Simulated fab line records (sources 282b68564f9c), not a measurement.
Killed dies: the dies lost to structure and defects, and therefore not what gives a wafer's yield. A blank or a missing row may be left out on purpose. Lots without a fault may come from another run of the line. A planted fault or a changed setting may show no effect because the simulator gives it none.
Which of the tools did it? :: flow rit-cmos :: route of 202 steps, sampled at 1 step: 15 lots, 45 wafers

== WHAT THE GAUGES SHOWED, per wafer ==
Not one reading of a measure or inspect step in the record can be checked against a usual standard deviation.

== WHICH TOOL RAN EACH LOT (tool, then ch and the chambers of the sampled wafers, then the start) ==
lot: L525
RIT_CONTACT_CLEAN_13: wet-bench-02 ch 2, day 3 04:48

lot: L526
RIT_CONTACT_CLEAN_13: wet-bench-02 ch 1, day 3 08:59

lot: L528
RIT_CONTACT_CLEAN_13: wet-bench-04 ch 2, day 3 20:17

lot: L529
RIT_CONTACT_CLEAN_13: wet-bench-02 ch 0, day 4 04:50

lot: L530
RIT_CONTACT_CLEAN_13: wet-bench-02 ch 3, day 4 06:09

lot: L531
RIT_CONTACT_CLEAN_13: wet-bench-04 ch 2, day 4 12:31

lot: L532
RIT_CONTACT_CLEAN_13: wet-bench-02 ch 0, day 4 18:49

lot: L533
RIT_CONTACT_CLEAN_13: wet-bench-03 ch 3, day 4 22:02

lot: L534
RIT_CONTACT_CLEAN_13: wet-bench-02 ch 0, day 5 02:10

lot: L537
RIT_CONTACT_CLEAN_13: wet-bench-04 ch 2, day 5 15:24

lot: L541
RIT_CONTACT_CLEAN_13: wet-bench-02 ch 2, day 6 12:24

lot: L542
RIT_CONTACT_CLEAN_13: wet-bench-04 ch 2, day 6 20:45

lot: L543
RIT_CONTACT_CLEAN_13: wet-bench-03 ch 3, day 7 02:37

lot: L547
RIT_CONTACT_CLEAN_13: wet-bench-04 ch 1, day 7 21:33

lot: L548
RIT_CONTACT_CLEAN_13: wet-bench-03 ch 1, day 8 03:25
- RIT_CONTACT_CLEAN_13: cleans in SC1, time 600 s.

== WHAT THE TOOLS THEMSELVES READ (means of the sampled wafers that have a number; where no wafer has one, the mark that the record gives instead) ==
RIT_CONTACT_CLEAN_13.
lot: L525
tool: wet-bench-02
bath-guard-temp-C (C): 74.8
bath-heat-duty-pct (%): 15.6
temp-c (C): 75.00

lot: L526
tool: wet-bench-02
bath-guard-temp-C (C): 74.5
bath-heat-duty-pct (%): 17.8
temp-c (C): 74.97

lot: L528
tool: wet-bench-04
bath-guard-temp-C (C): 75.8
bath-heat-duty-pct (%): 14.8
temp-c (C): 75.01

lot: L529
tool: wet-bench-02
bath-guard-temp-C (C): 74.9
bath-heat-duty-pct (%): 14.6
temp-c (C): 74.99

lot: L530
tool: wet-bench-02
bath-guard-temp-C (C): 74.4
bath-heat-duty-pct (%): 15.1
temp-c (C): 75.18

lot: L531
tool: wet-bench-04
bath-guard-temp-C (C): 75.9
bath-heat-duty-pct (%): 15.0
temp-c (C): 74.91

lot: L532
tool: wet-bench-02
bath-guard-temp-C (C): 75.0
bath-heat-duty-pct (%): 15.5
temp-c (C): 74.92

lot: L533
tool: wet-bench-03
bath-guard-temp-C (C): 75.6
bath-heat-duty-pct (%): 16.1
temp-c (C): 75.03

lot: L534
tool: wet-bench-02
bath-guard-temp-C (C): 74.7
bath-heat-duty-pct (%): 14.5
temp-c (C): 74.95

lot: L537
tool: wet-bench-04
bath-guard-temp-C (C): 75.7
bath-heat-duty-pct (%): 15.5
temp-c (C): 75.24

lot: L541
tool: wet-bench-02
bath-guard-temp-C (C): -
bath-heat-duty-pct (%): -
temp-c (C): -

lot: L542
tool: wet-bench-04
bath-guard-temp-C (C): -
bath-heat-duty-pct (%): -
temp-c (C): -

lot: L543
tool: wet-bench-03
bath-guard-temp-C (C): -
bath-heat-duty-pct (%): -
temp-c (C): -

lot: L547
tool: wet-bench-04
bath-guard-temp-C (C): 74.7
bath-heat-duty-pct (%): 13.7
temp-c (C): 74.98

lot: L548
tool: wet-bench-03
bath-guard-temp-C (C): 75.1
bath-heat-duty-pct (%): 15.8
temp-c (C): 74.88

== THE ANSWER, worked out from the rows above alone ==
Rule: the usual values come from the lots themselves. The widest of any qualifying gaps counts: lots, ordered by their means at a reading, are off when they make up no more than a third of the lots, leave a main group of 4 or more, and stand apart from it by 3 or more times the standard deviation of that group's means. A main group is skipped when, at the precision printed for the reading in the tables above, its means are all equal. A lot without any number at a reading at which 4 lots or more have one is off too. Any other lot the step has rows for is counted as sound. After the gauges, taken in route order, come the tools' own readings; for these a lot's mean is taken, as printed above. The first step at which some lot is off is used, and at that step the reading that is off furthest; a lot without a number counts as furthest.
Off: L541, L542, L543, at RIT_CONTACT_CLEAN_13 (bath-guard-temp-C). Without a number there: L541, L542, L543. Main group: mean 75.1 C, sd 0.5.
If a tool, at that step or one of the process steps before it, ran each lot that is off and ran no sound lot following the first of them, it fits. Of those tried, none fits.

== WHAT THE SIMULATOR HAD PUT IN ==
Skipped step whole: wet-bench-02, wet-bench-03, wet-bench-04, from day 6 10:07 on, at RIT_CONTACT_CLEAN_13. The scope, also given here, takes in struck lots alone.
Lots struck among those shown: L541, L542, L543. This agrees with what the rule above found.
